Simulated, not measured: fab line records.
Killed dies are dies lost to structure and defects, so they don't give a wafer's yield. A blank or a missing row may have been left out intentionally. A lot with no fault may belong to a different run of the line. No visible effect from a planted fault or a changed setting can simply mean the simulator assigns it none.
The tool behind it: which one? | flow berkeleyCmos170 | Sampling: 14 lots, 42 wafers, 5 of 331 route steps

WHAT THE GAUGES SHOWED, per wafer
UCB170_GATE_THK_MEAS_05.
lot  | measured     | on           | GATE_POLY_THK (nm)
L130 | day 6 11:04  | filmMetro-01 | 211.9 211.5 212.5
L131 | day 6 20:54  | filmMetro-01 | 214.1 211.5 213.2
L134 | day 7 04:41  | filmMetro-03 | 217.4 214.9 215.1
L138 | day 7 10:25  | filmMetro-03 | 211.9 211.5 212.2
L137 | day 7 10:25  | filmMetro-02 | 210.5 210.1 210.4
L139 | day 7 10:26  | filmMetro-01 | 215.1 215.8 218.1
L136 | day 7 10:28  | filmMetro-01 | 213.4 212.5 213.5
L140 | day 8 10:15  | filmMetro-02 | 215.3 215.5 214.7
L141 | day 8 10:18  | filmMetro-03 | 214.0 213.3 215.9
L144 | day 9 11:37  | filmMetro-01 | 217.5 216.3 216.0
L145 | day 9 11:38  | filmMetro-03 | 214.2 213.3 213.9
L146 | day 9 11:38  | filmMetro-02 | 215.8 212.9 213.2
L148 | day 9 20:05  | filmMetro-03 | 214.9 215.1 216.6
L151 | day 10 12:49 | filmMetro-02 | 214.9 216.3 216.4

UCB170_M1_OVL_MEAS_10.
lot  | measured     | on         | M1_OVL (nm)
L130 | day 7 10:39  | overlay-02 | 13 10 -5
L131 | day 8 02:19  | overlay-02 | -6 -9 -11
L134 | day 8 05:50  | overlay-01 | 3 0 8
L138 | day 8 15:17  | overlay-01 | 8 0 -2
L137 | day 8 14:29  | overlay-01 | -5 -3 -2
L139 | day 8 14:02  | overlay-01 | -5 -7 -9
L136 | day 8 13:11  | overlay-02 | 6 8 16
L140 | day 9 11:09  | overlay-01 | 1 -1 8
L141 | day 9 09:17  | overlay-02 | -3 1 0
L144 | day 10 12:58 | overlay-02 | 4 6 10
L145 | day 10 16:46 | overlay-02 | 3 2 -2
L146 | day 10 13:32 | overlay-02 | 10 -5 11
L148 | day 10 21:56 | overlay-01 | -9 -8 -5
L151 | day 11 15:43 | overlay-01 | 5 2 -3

UCB170_V1_OVL_MEAS_13.
lot  | measured     | on         | V1_OVL (nm)
L130 | day 7 16:24  | overlay-01 | 7 2 7
L131 | day 8 08:02  | overlay-02 | 0 2 3
L134 | day 8 14:20  | overlay-01 | -1 -4 -3
L138 | day 8 23:23  | overlay-01 | -4 3 3
L137 | day 8 22:56  | overlay-01 | 0 -2 -2
L139 | day 8 23:13  | overlay-02 | 11 9 6
L136 | day 8 22:39  | overlay-02 | 7 2 6
L140 | day 9 16:44  | overlay-01 | 7 10 6
L141 | day 9 17:02  | overlay-02 | -6 -6 -3
L144 | day 10 21:58 | overlay-02 | 1 -2 8
L145 | day 10 22:56 | overlay-02 | -5 -3 -8
L146 | day 10 22:29 | overlay-01 | 4 3 3
L148 | day 11 06:04 | overlay-01 | -3 2 1
L151 | day 11 22:18 | overlay-01 | -4 -7 -5

UCB170_V2_THK_MEAS_01.
lot  | measured     | on           | V2_TEOS_THK (nm)
L130 | day 7 20:13  | filmMetro-03 | 1984 1994 2016
L131 | day 8 12:11  | filmMetro-02 | 1983 2024 2024
L134 | day 8 17:49  | filmMetro-01 | 1999 2016 2017
L138 | day 9 03:02  | filmMetro-01 | 1949 1956 1988
L137 | day 9 02:12  | filmMetro-01 | 1978 1981 2015
L139 | day 9 02:30  | filmMetro-02 | 1994 1996 1980
L136 | day 9 01:54  | filmMetro-01 | 1966 1962 1984
L140 | day 9 20:08  | filmMetro-01 | 1964 2015 2016
L141 | day 9 20:22  | filmMetro-03 | 2008 1990 2007
L144 | day 11 01:43 | filmMetro-02 | 1967 2025 2016
L145 | day 11 02:35 | filmMetro-01 | 1986 1989 2009
L146 | day 11 01:56 | filmMetro-01 | 1984 2219 1999 1985 2219 1999
L148 | day 11 09:31 | filmMetro-03 | 1991 2164 2023 1990 2163 2023
L151 | day 12 01:32 | filmMetro-02 | 1987 1967 1996

WHAT TOOL EACH LOT RAN ON (gives the tool, then ch and the chambers of the sampled wafers, and finally the start)
lot  | UCB170_V2_CVD_00
L130 | pecvd-04 ch 0,2, day 7 20:03
L131 | pecvd-01 ch 0,1, day 8 12:00
L134 | pecvd-04 ch 0,1, day 8 17:38
L138 | pecvd-04 ch 1,2, day 9 02:52
L137 | pecvd-02 ch 0,1, day 9 02:02
L139 | pecvd-01 ch 0,1,2, day 9 02:23
L136 | pecvd-04 ch 0,1,2, day 9 01:45
L140 | pecvd-04 ch 0,1, day 9 19:58
L141 | pecvd-02 ch 0,1,2, day 9 20:16
L144 | pecvd-01 ch 1,2, day 11 01:32
L145 | pecvd-02 ch 0,2, day 11 02:25
L146 | pecvd-04 ch 0,1,2, day 11 01:49
L148 | pecvd-04 ch 0,1,2, day 11 09:21
L151 | pecvd-02 ch 0,2, day 12 01:23
- UCB170_V2_CVD_00: deposits SiO2 from TEOS/O2, target thk 2000 nm, time 250 s.

AS READ BY THE TOOLS THEMSELVES (means over the sampled wafers that have a number; for cases with no such wafer, the mark the record gives instead)
UCB170_V2_CVD_00.
lot  | tool     | heaterPowerW (W) | runLengthS (s)
L130 | pecvd-04 | 256              | 277.3
L131 | pecvd-01 | 237              | 277.5
L134 | pecvd-04 | 271              | 277.5
L138 | pecvd-04 | 288              | 277.1
L137 | pecvd-02 | 285              | 278.1
L139 | pecvd-01 | 263              | 277.8
L136 | pecvd-04 | 293              | 277.5
L140 | pecvd-04 | 267              | 277.6
L141 | pecvd-02 | 243              | 278.0
L144 | pecvd-01 | 272              | 277.8
L145 | pecvd-02 | 241              | 277.9
L146 | pecvd-04 | 237              | 286.1
L148 | pecvd-04 | 250              | 285.9
L151 | pecvd-02 | 277              | 277.9

THE ANSWER, worked out from the rows above alone
Rule: the usual values come from the lots themselves. The widest of any qualifying gaps counts: lots, ordered by their means at a reading, are off when they make up no more than a third of the lots, leave a main group of 4 or more, and stand apart from it by 3 or more times the standard deviation of that group's means. A main group is skipped when, at the precision printed for the reading in the tables above, its means are all equal. Also off: a lot with no number at a reading for which 4 or more lots have one. All remaining lots with rows at the step are treated as sound. Order of review: gauges by route order, followed by the tools' own readings, for which a lot's mean as printed above is used. At the first step where some lot is off, the reading lying furthest off is the one used; lots without a number count as furthest.
Off: at UCB170_V2_THK_MEAS_01 (V2_TEOS_THK), L146, L148. For the main group the mean is 1993 nm and the standard deviation 14.
A tool fits if, at a process step before that reading, it ran every lot that is off, and no sound lot after the first of them. The gauges at UCB170_V2_THK_MEAS_01 aren't tried: what is off there is off at UCB170_V2_CVD_00 too, on other tools, and a gauge's error can't cause that. One fits: pecvd-04 at UCB170_V2_CVD_00. A fault onset in the window from L140 (day 9 19:58, its last sound lot) to L146 (day 11 01:49, its first lot off) fits.
The tool's own readings at UCB170_V2_CVD_00 bear it out: on the lots that are off they differ by more than 5 times the standard deviation of the sound lots' means. runLengthS reads 286.0 s there against 277.7 s on the sound lots.

WHAT HAD BEEN PUT IN BY THE SIMULATOR
pecvd-04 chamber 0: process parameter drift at UCB170_V2_CVD_00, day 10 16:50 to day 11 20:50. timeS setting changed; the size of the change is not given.
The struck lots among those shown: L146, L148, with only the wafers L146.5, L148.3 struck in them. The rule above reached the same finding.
